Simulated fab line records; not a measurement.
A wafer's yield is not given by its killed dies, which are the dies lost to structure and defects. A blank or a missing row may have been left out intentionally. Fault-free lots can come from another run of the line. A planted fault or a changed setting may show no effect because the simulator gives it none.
Which tool is to blame? -- flow berkeley-cmos170 -- 7 lots with 21 wafers sampled at 2 steps, on a route of 331 steps

== WHAT THE GAUGES SHOWED, per wafer ==
UCB170_GATE_THK_MEAS_05.
lot,measured,on,GATE_POLY_THK (nm)
L650,day 8 00:13,film-metro-02,213.2 214.2 214.6
L652,day 8 16:23,film-metro-02,214.2 214.5 215.3
L654,day 8 16:26,film-metro-03,218.3 218.7 217.1
L656,day 9 11:58,film-metro-02,243.8 245.6 245.0 243.9 245.7 244.7
L663,day 11 11:02,film-metro-03,215.7 214.0 213.8
L665,day 11 18:26,film-metro-01,212.9 212.8 212.9
L669,day 12 19:01,film-metro-02,214.8 216.4 215.7

== TOOL THAT RAN EACH LOT (tool first, then ch and the chambers of the sampled wafers, then the start) ==
lot,UCB170_GATE_CVD_04
L650,"lpcvd-02 ch 1, day 7 22:49"
L652,"lpcvd-02 ch 0, day 8 14:58"
L654,"lpcvd-02 ch 1, day 8 14:58"
L656,"lpcvd-02 ch 1, day 9 10:34"
L663,"lpcvd-01 ch 1, day 11 09:38"
L665,"lpcvd-01 ch 1, day 11 17:01"
L669,"lpcvd-01 ch 1, day 12 17:37"
- UCB170_GATE_CVD_04: deposits poly-Si from SiH4, time 1440 s, target thk 214 nm.

== THE ANSWER, worked out from the rows above alone ==
Rule: the usual values come from the lots themselves. Put in order of their means at a reading, lots are off if they are a third of the lots or fewer, leave a main group of 4 or more, and stand apart from it by a gap of 3 or more times the standard deviation of the main group's means; of several such gaps the widest counts. A main group whose means are all the same, to the digits that the tables above print for the reading, isn't used. Also off: a lot with no number at a reading for which 4 or more lots have one. The other lots that the step has rows for count as sound.
Off: at UCB170_GATE_THK_MEAS_05 (GATE_POLY_THK), L656. The main group: mean 214.9 nm, standard deviation 1.6.
A tool fits if, at a process step before that reading, it ran every lot that is off, and no sound lot after the first of them. Gauges at UCB170_GATE_THK_MEAS_05: tried the same way as those tools. One fits: UCB170_GATE_CVD_04 on lpcvd-02. Its last sound lot is L652 (day 8 14:58), its first lot that is off L656 (day 9 10:34): a fault that began between those two fits.

== WHAT THE SIMULATOR HAD INSERTED ==
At UCB170_GATE_CVD_04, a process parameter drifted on lpcvd-02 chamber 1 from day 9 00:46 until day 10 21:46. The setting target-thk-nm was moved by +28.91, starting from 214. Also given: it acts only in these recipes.
Shown lots that were struck: L656. The rule above found the same.
